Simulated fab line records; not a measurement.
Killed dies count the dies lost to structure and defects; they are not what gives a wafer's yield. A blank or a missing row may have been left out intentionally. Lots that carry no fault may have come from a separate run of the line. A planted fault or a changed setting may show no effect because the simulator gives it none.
Which tool is to blame? | flow berkeley_cmos170 | Sampling: 9 lots, 27 wafers, 6 of 331 route steps

== WHAT THE GAUGES READ, wafer by wafer ==
UCB170_PFIELD_OVL_MEAS_06. Usual: PFIELD_OVL gives 4 nm (standard deviation 5.4).
lot  | measured    | on         | PFIELD_OVL (nm) | flag
L250 | day 4 06:10 | overlay-02 | 11 10 1         |
L249 | day 4 06:18 | overlay-02 | 1 0 3           |
L251 | day 5 02:10 | overlay-02 | 10 6 6          |
L252 | day 5 12:01 | overlay-02 | -7 0 -4         |
L253 | day 5 12:17 | overlay-02 | 13 2 10         |
L264 | day 7 10:04 | overlay-01 | -1 -4 -9        |
L268 | day 7 23:12 | overlay-02 | 11 6 3          |
L267 | day 7 23:26 | overlay-01 | 14 11 13        |
L270 | day 8 19:29 | overlay-01 | 5 6 5           |

UCB170_V1_THK_MEAS_04. Usual: V1_POLISHED_THK gives 1000.0 nm (standard deviation 1.1).
lot  | measured     | on            | V1_POLISHED_THK (nm) | flag
L250 | day 6 23:46  | film_metro-02 | 999.5 998.8 1001.1   |
L249 | day 7 04:39  | film_metro-04 | 999.5 998.4 999.9    |
L251 | day 7 19:23  | film_metro-02 | 999.7 1000.4 1000.8  |
L252 | day 8 13:26  | film_metro-04 | 1001.1 1000.6 1001.1 |
L253 | day 8 13:07  | film_metro-04 | 1002.9 1001.0 1001.9 |
L264 | day 10 14:13 | film_metro-02 | 1251.3 1000.3 1250.0 | OFF
L268 | day 11 04:02 | film_metro-04 | 998.5 999.6 999.9    |
L267 | day 11 03:44 | film_metro-02 | 1001.3 1001.8 1000.9 |
L270 | day 11 15:44 | film_metro-04 | 1000.5 1001.2 999.6  |

UCB170_V2_THK_MEAS_01. Usual: V2_TEOS_THK gives 2006 nm (standard deviation 24).
lot  | measured     | on            | V2_TEOS_THK (nm) | flag
L250 | day 7 08:31  | film_metro-04 | 1990 2003 2029   |
L249 | day 7 09:52  | film_metro-02 | 1990 1996 1987   |
L251 | day 8 00:41  | film_metro-04 | 1989 2036 2037   |
L252 | day 8 21:04  | film_metro-04 | 2002 2046 2030   |
L253 | day 8 18:41  | film_metro-03 | 2018 2034 2058   |
L264 | day 10 22:23 | film_metro-03 | 1988 2002        |
L268 | day 11 13:41 | film_metro-03 | 1989 2042 2038   |
L267 | day 11 13:08 | film_metro-02 | 1987 2057 2039   |
L270 | day 11 21:09 | film_metro-03 | 1967 1997 1991   |

UCB170_V2_BOW_MEAS_03. Usual: V2_BOW gives 37 um (standard deviation 6.6).
lot  | measured     | on            | V2_BOW (um) | flag
L250 | day 7 08:53  | film_metro-03 | 36 38 42    |
L249 | day 7 10:13  | film_metro-04 | 44 30 35    |
L251 | day 8 01:03  | film_metro-03 | 42 46 51    |
L252 | day 8 21:27  | film_metro-03 | 42 41 40    |
L253 | day 8 19:03  | film_metro-04 | 30 32 39    |
L264 | day 10 22:46 | film_metro-03 | 38 41       |
L268 | day 11 14:03 | film_metro-04 | 49 40 34    |
L267 | day 11 13:30 | film_metro-04 | 32 40 40    |
L270 | day 11 21:31 | film_metro-04 | 49 38 22    |

== WHAT TOOL EACH LOT RAN ON (gives the tool, then ch and the chambers of the sampled wafers, and finally the start) ==
lot  | UCB170_V1_CMP_02              | UCB170_V1_ETCH_14
L250 | cmp-01 ch 0,1,2, day 6 23:26  | rie_diel-03 ch 2,3, day 7 04:33
L249 | cmp-01 ch 1,2,3, day 7 04:14  | rie_diel-04 ch 0,2,3, day 7 06:05
L251 | cmp-01 ch 0,1,2, day 7 19:04  | rie_diel-03 ch 0,1,2, day 7 21:29
L252 | cmp-02 ch 0,1, day 8 12:59    | rie_diel-04 ch 1,2,3, day 8 15:40
L253 | cmp-02 ch 2,3, day 8 12:41    | rie_diel-04 ch 1,2,3, day 8 15:23
L264 | cmp-01 ch 0,1, day 10 13:47   | rie_diel-01 ch 0,1,2, day 10 18:10
L268 | cmp-02 ch 0,3, day 11 03:40   | rie_diel-01 ch 0,1,3, day 11 09:25
L267 | cmp-02 ch 0,2,3, day 11 03:19 | rie_diel-03 ch 1,3, day 11 08:58
L270 | cmp-02 ch 0,2,3, day 11 15:18 | rie_diel-01 ch 0,2,3, day 11 17:28
- UCB170_V1_CMP_02: polishes SiO2.
- UCB170_V1_ETCH_14: etches SiO2 in CHF3/CF4/Ar, stops on Al, target depth 1250 nm, time 291 s.

== AS READ BY THE TOOLS THEMSELVES (means over the sampled wafers that have a number; for cases with no such wafer, the mark the record gives instead) ==
UCB170_V1_CMP_02. Usual: edge_zone_pressure_frac 1.001, standard deviation 0.0047; motor_current_A 15.6 A, standard deviation 0.97; retaining_ring_pressure_frac 1.000, standard deviation 0.0046; slurry_flow_ml_min 150.0, standard deviation 0.45.
lot  | tool   | edge_zone_pressure_frac | motor_current_A (A) | retaining_ring_pressure_frac | slurry_flow_ml_min | flag
L250 | cmp-01 | 1.001                   | 15.4                | 1.000                        | 149.9              |
L249 | cmp-01 | 0.999                   | 15.2                | 0.999                        | 149.9              |
L251 | cmp-01 | 0.998                   | 15.2                | 1.007                        | 149.9              |
L252 | cmp-02 | 1.000                   | 15.7                | 1.001                        | 149.9              |
L253 | cmp-02 | 1.001                   | 15.8                | 0.998                        | 150.5              |
L264 | cmp-01 | 1.003                   | 15.4                | 1.000                        | 150.5              |
L268 | cmp-02 | 1.003                   | 15.0                | 0.999                        | 149.9              |
L267 | cmp-02 | 1.005                   | 16.2                | 0.996                        | 150.1              |
L270 | cmp-02 | 1.000                   | 16.3                | 1.002                        | 149.7              |

UCB170_V1_ETCH_14. Usual: drypump_motor_current_A 5.8 A, standard deviation 0.49; oes_product_au 0.873 a.u., standard deviation 0.0088; throttle_valve_pct 6.91 %, standard deviation 0.14.
lot  | tool        | drypump_motor_current_A (A) | oes_product_au (a.u.) | throttle_valve_pct (%) | flag
L250 | rie_diel-03 | 6.1                         | 0.863                 | 7.03                   |
L249 | rie_diel-04 | 5.5                         | 0.875                 | 6.90                   |
L251 | rie_diel-03 | 6.2                         | 0.870                 | 6.92                   |
L252 | rie_diel-04 | 5.6                         | 0.878                 | 6.83                   |
L253 | rie_diel-04 | 5.6                         | 0.869                 | 6.84                   |
L264 | rie_diel-01 | 6.0                         | 0.957                 | 6.82                   | OFF
L268 | rie_diel-01 | 5.3                         | 0.877                 | 6.94                   |
L267 | rie_diel-03 | 6.1                         | 0.865                 | 6.94                   |
L270 | rie_diel-01 | 5.6                         | 0.882                 | 6.86                   |

== THE ANSWER, worked out from the rows above alone ==
Rule: take the mean of a lot's wafers that have a number; if it is more than 3 standard deviations from the usual mean, the lot is off. Also off: a lot with no number at a reading for which 4 or more lots have one. The other lots that the step has rows for count as sound. The gauges are gone through in route order, then the tools' own readings, and for those a lot's mean is taken as printed above. The first step at which some lot is off is used, and at that step the reading that is off furthest; a lot without a number counts as furthest.
Off: at UCB170_V1_THK_MEAS_04 (V1_POLISHED_THK), L264.
If a tool, at a process step before that reading, ran all the lots that are off and no sound lot after the first of them, it fits. Not tried: the gauges at UCB170_V1_THK_MEAS_04; whatever is off there is also off at UCB170_V1_ETCH_14, on other tools, and gauge error can't account for it. One fits: cmp-01 at UCB170_V1_CMP_02. Its last sound lot is L251 (day 7 19:04), its first lot that is off L264 (day 10 13:47): a fault that began between those two fits.

== WHAT HAD BEEN PUT IN BY THE SIMULATOR ==
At UCB170_V1_CMP_02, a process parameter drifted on cmp-01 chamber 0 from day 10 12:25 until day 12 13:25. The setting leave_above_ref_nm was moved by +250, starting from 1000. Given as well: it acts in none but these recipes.
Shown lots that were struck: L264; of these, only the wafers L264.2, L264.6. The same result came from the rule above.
